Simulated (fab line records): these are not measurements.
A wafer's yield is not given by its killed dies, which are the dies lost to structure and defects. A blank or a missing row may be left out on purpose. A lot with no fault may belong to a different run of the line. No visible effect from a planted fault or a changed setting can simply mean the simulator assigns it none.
Chamber matching ; flow rit cmos ; RIT_GATE_ETCH_19 on rie si-01: 4 sister chambers
The step etches poly-Si in SF6/CHF3/O2, stops on SiO2, time 165 s, target depth 312.5 nm. 14 wafers are shown with their chamber, then 7 later ones without.

## WAFERS WITH THEIR CHAMBER
wafer;chamber;drypump motor current A (A);throttle valve pct (%);oes product au (a.u.)
L503.1;0;5.88;10.24;0.829
L503.2;1;5.57;10.32;0.852
L503.4;2;5.74;10.31;0.849
L505.1;2;5.76;10.33;0.857
L505.3;1;5.59;10.32;0.849
L505.6;0;5.89;10.27;0.836
L507.1;3;5.28;10.12;0.858
L507.5;0;5.87;10.26;0.833
L507.6;1;5.59;10.31;0.833
L509.3;1;5.60;10.31;0.845
L509.5;3;5.27;10.13;0.863
L509.6;0;5.91;10.25;0.833
L511.2;0;5.88;10.26;0.838
L511.4;2;5.75;10.30;0.848

SIGNATURES (means of the wafers above)
reading;chamber 0;chamber 1;chamber 2;chamber 3;scatter within a chamber
drypump motor current A;5.8860;5.5875;5.7500;5.2750;0.0128
throttle valve pct;10.2560;10.3150;10.3133;10.1250;0.0107
oes product au;0.83380;0.84475;0.85133;0.86050;0.00563
Rule: a wafer's distance from a chamber is the root of the sum, over the readings, of the square of ((its reading less the chamber's mean) divided by the reading's scatter). If the next closest chamber is less than 2 further off than the closest, the wafer can't be placed; otherwise it belongs to the closest. The scatter is the square root of a quotient: the sum, over the shown wafers, of each reading's squared deviation from its chamber's mean, divided by wafers minus chambers.

## WAFERS WITHOUT THEIR CHAMBER
wafer;drypump motor current A (A);throttle valve pct (%);oes product au (a.u.)
L511.6;5.87;10.26;0.835
L513.3;5.57;10.30;0.850
L513.4;5.28;10.12;0.874
L513.6;5.58;10.29;0.838
L515.1;5.59;10.31;0.830
L515.2;5.28;10.14;0.855
L515.3;5.89;10.24;0.827

## WHICH CHAMBER EACH ONE RAN IN
wafer;from the rows above;in truth
L511.6;0;0
L513.3;1;1
L513.4;3;3
L513.6;1;1
L515.1;1;1
L515.2;3;3
L515.3;0;0
Correctly placed: 7 of 7. From these rows, 0 cannot be placed. Number placed wrongly: 0.
